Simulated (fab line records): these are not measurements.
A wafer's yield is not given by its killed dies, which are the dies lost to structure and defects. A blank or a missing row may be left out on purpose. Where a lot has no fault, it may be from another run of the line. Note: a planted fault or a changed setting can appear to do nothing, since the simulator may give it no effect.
The tool behind it: which one? / flow rit_cmos / 42 wafers from 14 lots sampled at 2 of the route's 202 steps

WHAT THE GAUGES READ, wafer by wafer
RIT_SPACER_THK_MEAS_04.
lot=L952; measured=day 3 08:25; on=film_metro-02; SPACER_NITRIDE_THK (nm)=247.1 251.5 250.6
lot=L955; measured=day 4 01:08; on=film_metro-02; SPACER_NITRIDE_THK (nm)=253.2 251.0 252.5
lot=L956; measured=day 4 03:12; on=film_metro-02; SPACER_NITRIDE_THK (nm)=250.1 249.0 249.5
lot=L957; measured=day 4 05:46; on=film_metro-04; SPACER_NITRIDE_THK (nm)=250.4 249.1 248.3
lot=L958; measured=day 4 13:55; on=film_metro-04; SPACER_NITRIDE_THK (nm)=253.4 254.6 254.1
lot=L959; measured=day 4 20:03; on=film_metro-02; SPACER_NITRIDE_THK (nm)=248.8 250.0 252.0
lot=L960; measured=day 5 00:14; on=film_metro-02; SPACER_NITRIDE_THK (nm)=249.5 250.4 249.1
lot=L963; measured=day 5 14:37; on=film_metro-02; SPACER_NITRIDE_THK (nm)=248.2 249.4 251.6
lot=L964; measured=day 5 15:44; on=film_metro-01; SPACER_NITRIDE_THK (nm)=249.1 248.5 248.5
lot=L966; measured=day 6 03:06; on=film_metro-04; SPACER_NITRIDE_THK (nm)=247.2 248.2 245.5
lot=L967; measured=day 6 10:38; on=film_metro-04; SPACER_NITRIDE_THK (nm)=245.8 243.9 244.9
lot=L971; measured=day 7 01:57; on=film_metro-01; SPACER_NITRIDE_THK (nm)=481.1 481.1 482.7
lot=L972; measured=day 7 05:26; on=film_metro-02; SPACER_NITRIDE_THK (nm)=485.3 484.3 486.8
lot=L974; measured=day 7 17:15; on=film_metro-02; SPACER_NITRIDE_THK (nm)=247.6 247.9 247.4

WHICH TOOL RAN EACH LOT (tool, then ch and the chambers of the sampled wafers, then the start)
lot=L952; RIT_SPACER_CVD_03=lpcvd-01 ch 0, day 3 06:30
lot=L955; RIT_SPACER_CVD_03=lpcvd-01 ch 0, day 3 23:13
lot=L956; RIT_SPACER_CVD_03=lpcvd-01 ch 0, day 4 01:16
lot=L957; RIT_SPACER_CVD_03=lpcvd-02 ch 1, day 4 03:50
lot=L958; RIT_SPACER_CVD_03=lpcvd-02 ch 0, day 4 11:59
lot=L959; RIT_SPACER_CVD_03=lpcvd-01 ch 1, day 4 18:08
lot=L960; RIT_SPACER_CVD_03=lpcvd-01 ch 1, day 4 22:20
lot=L963; RIT_SPACER_CVD_03=lpcvd-02 ch 1, day 5 12:42
lot=L964; RIT_SPACER_CVD_03=lpcvd-01 ch 1, day 5 13:47
lot=L966; RIT_SPACER_CVD_03=lpcvd-01 ch 0, day 6 01:11
lot=L967; RIT_SPACER_CVD_03=lpcvd-01 ch 1, day 6 08:43
lot=L971; RIT_SPACER_CVD_03=lpcvd-02 ch 0, day 7 00:02
lot=L972; RIT_SPACER_CVD_03=lpcvd-02 ch 0, day 7 03:31
lot=L974; RIT_SPACER_CVD_03=lpcvd-01 ch 0, day 7 15:20
- RIT_SPACER_CVD_03: deposits Si3N4 from SiH2Cl2/NH3, target thk 250 nm, time 3300 s.

AS READ BY THE TOOLS THEMSELVES (means over the sampled wafers that have a number; for cases with no such wafer, the mark the record gives instead)
The record holds no such reading with a usual standard deviation.

THE ANSWER, worked out from the rows above alone
Rule: the lots themselves supply what counts as usual. The widest of any qualifying gaps counts: lots, ordered by their means at a reading, are off when they make up no more than a third of the lots, leave a main group of 4 or more, and stand apart from it by 3 or more times the standard deviation of that group's means. If all means in a main group match to the digits the tables above print for the reading, that group is not used. A lot without any number at a reading at which 4 lots or more have one is off too. Where the step has rows for the other lots, those lots are counted as sound. The gauges are gone through in route order, then the tools' own readings, and for those a lot's mean is taken as printed above. The first step at which some lot is off is used, and at that step the reading that is off furthest; a lot without a number counts as furthest.
Off: L971, L972, seen at RIT_SPACER_THK_MEAS_04 (SPACER_NITRIDE_THK). The main group has a mean of 249.4 nm with a standard deviation of 2.2.
A tool fits if, at a process step before that reading, it ran every lot that is off, and no sound lot after the first of them. Those tools and the gauges at RIT_SPACER_THK_MEAS_04 are tried in the same way. One fits: RIT_SPACER_CVD_03 on lpcvd-02. A fault onset in the window from L963 (day 5 12:42, its last sound lot) to L971 (day 7 00:02, its first lot off) fits.

WHAT THE SIMULATOR HAD PUT IN
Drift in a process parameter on lpcvd-02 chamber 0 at RIT_SPACER_CVD_03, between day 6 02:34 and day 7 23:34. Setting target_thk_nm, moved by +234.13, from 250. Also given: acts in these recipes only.
Shown lots that were struck: L971, L972. The rule given above showed the same thing.
